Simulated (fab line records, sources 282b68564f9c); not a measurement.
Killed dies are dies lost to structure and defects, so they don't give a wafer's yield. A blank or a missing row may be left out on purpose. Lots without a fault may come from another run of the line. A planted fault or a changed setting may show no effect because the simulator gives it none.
Which tool did it? | flow rit_cmos | 11 lots, 33 wafers sampled, at 2 steps of a route of 202

WHAT THE GAUGES READ, wafer by wafer
The record holds no reading of a measuring or inspecting step that can be judged against a usual standard deviation.

WHICH TOOL RAN EACH LOT (tool, then ch and the chambers of the sampled wafers, then the start)
lot  | RIT_ACTIVE_OXIDATION_01      | RIT_M1_PROBE_99
L343 | furnace-02 ch 0, day 1 10:07 | prober-01, day 3 10:55
L344 | furnace-01 ch 0, day 1 15:07 | prober-02, day 3 15:37
L346 | furnace-01 ch 0, day 2 01:07 | prober-02, day 4 03:32
L347 | furnace-04 ch 0, day 2 06:07 | prober-01, day 4 05:40
L353 | furnace-02 ch 0, day 3 12:07 | prober-01, day 5 13:59
L354 | furnace-02 ch 0, day 3 17:17 | prober-02, day 5 16:54
L355 | furnace-01 ch 0, day 3 22:07 | prober-01, day 5 20:44
L357 | furnace-01 ch 0, day 4 08:07 | prober-01, day 6 06:14
L359 | furnace-04 ch 0, day 4 18:07 | prober-01, day 6 21:14
L361 | furnace-01 ch 0, day 5 04:07 | prober-01, day 7 02:50
L364 | furnace-04 ch 0, day 5 19:14 | prober-02, day 7 18:47
- RIT_ACTIVE_OXIDATION_01: target thk 46.8 nm, ox time 3360 s.
- RIT_M1_PROBE_99

WHAT THE TOOLS THEMSELVES READ (means of the sampled wafers that have a number; where no wafer has one, the mark that the record gives instead)
RIT_ACTIVE_OXIDATION_01.
lot  | tool       | spike_tc_load_C (C)
L343 | furnace-02 | 1030
L344 | furnace-01 | 1022
L346 | furnace-01 | 1024
L347 | furnace-04 | 1027
L353 | furnace-02 | 1031
L354 | furnace-02 | 1030
L355 | furnace-01 | 1024
L357 | furnace-01 | 1024
L359 | furnace-04 | 1027
L361 | furnace-01 | 1023
L364 | furnace-04 | 1026

RIT_M1_PROBE_99.
lot  | tool      | killed_at_M0_to_M3 | killed_at_contacts | killed_at_front_end | killed_dies | killed_on_rim | killed_open | killed_short
L343 | prober-01 | 0.0                | 0.0                | 9.0                 | 9           | 2.7           | 4.0         | 5.0
L344 | prober-02 | 0.0                | 0.0                | 6.0                 | 6           | 2.0           | 1.7         | 4.0
L346 | prober-02 | 0.0                | 0.0                | 2.3                 | 2           | 0.7           | 2.0         | 0.3
L347 | prober-01 | 0.0                | 0.3                | 8.3                 | 9           | 3.0           | 5.0         | 3.7
L353 | prober-01 | 0.0                | 0.0                | 117.3               | 117         | 34.0          | 1.7         | 4.3
L354 | prober-02 | 0.0                | 0.0                | 106.0               | 106         | 28.3          | 1.7         | 1.3
L355 | prober-01 | 0.0                | 0.0                | 5.0                 | 5           | 1.3           | 2.3         | 2.7
L357 | prober-01 | 0.0                | 0.3                | 7.3                 | 8           | 2.3           | 3.0         | 4.7
L359 | prober-01 | 0.0                | 0.0                | 8.3                 | 8           | 1.3           | 4.3         | 4.0
L361 | prober-01 | 0.3                | 0.0                | 6.3                 | 7           | 1.0           | 3.0         | 3.3
L364 | prober-02 | 0.0                | 0.0                | 6.0                 | 6           | 2.3           | 2.3         | 3.7

THE ANSWER, worked out from the rows above alone
Rule: what is usual is taken from the lots themselves. Put in order of their means at a reading, lots are off if they are a third of the lots or fewer, leave a main group of 4 or more, and stand apart from it by a gap of 3 or more times the standard deviation of the main group's means; of several such gaps the widest counts. A main group whose means are all the same, to the digits that the tables above print for the reading, isn't used. A lot without any number at a reading at which 4 lots or more have one is off too. The other lots that the step has rows for count as sound. The gauges are gone through in route order, then the tools' own readings, and for those a lot's mean is taken as printed above. The first step at which some lot is off is used, and at that step the reading that is off furthest; a lot without a number counts as furthest.
Off: L353, L354, at RIT_M1_PROBE_99 (killed_at_front_end). The main group: mean 6.5, standard deviation 1.9.
A tool fits if, at that step or a process step before it, it ran every lot that is off, and no sound lot after the first of them. One fits: furnace-02 at RIT_ACTIVE_OXIDATION_01. Its last sound lot is L343 (day 1 10:07), its first lot that is off L353 (day 3 12:07): a fault that began between those two fits.

WHAT THE SIMULATOR HAD PUT IN
Chamber particle source: furnace-02, from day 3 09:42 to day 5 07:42, at RIT_ACTIVE_OXIDATION_01. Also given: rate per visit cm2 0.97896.
Lots struck among those shown: L353, L354. The rule above found the same.
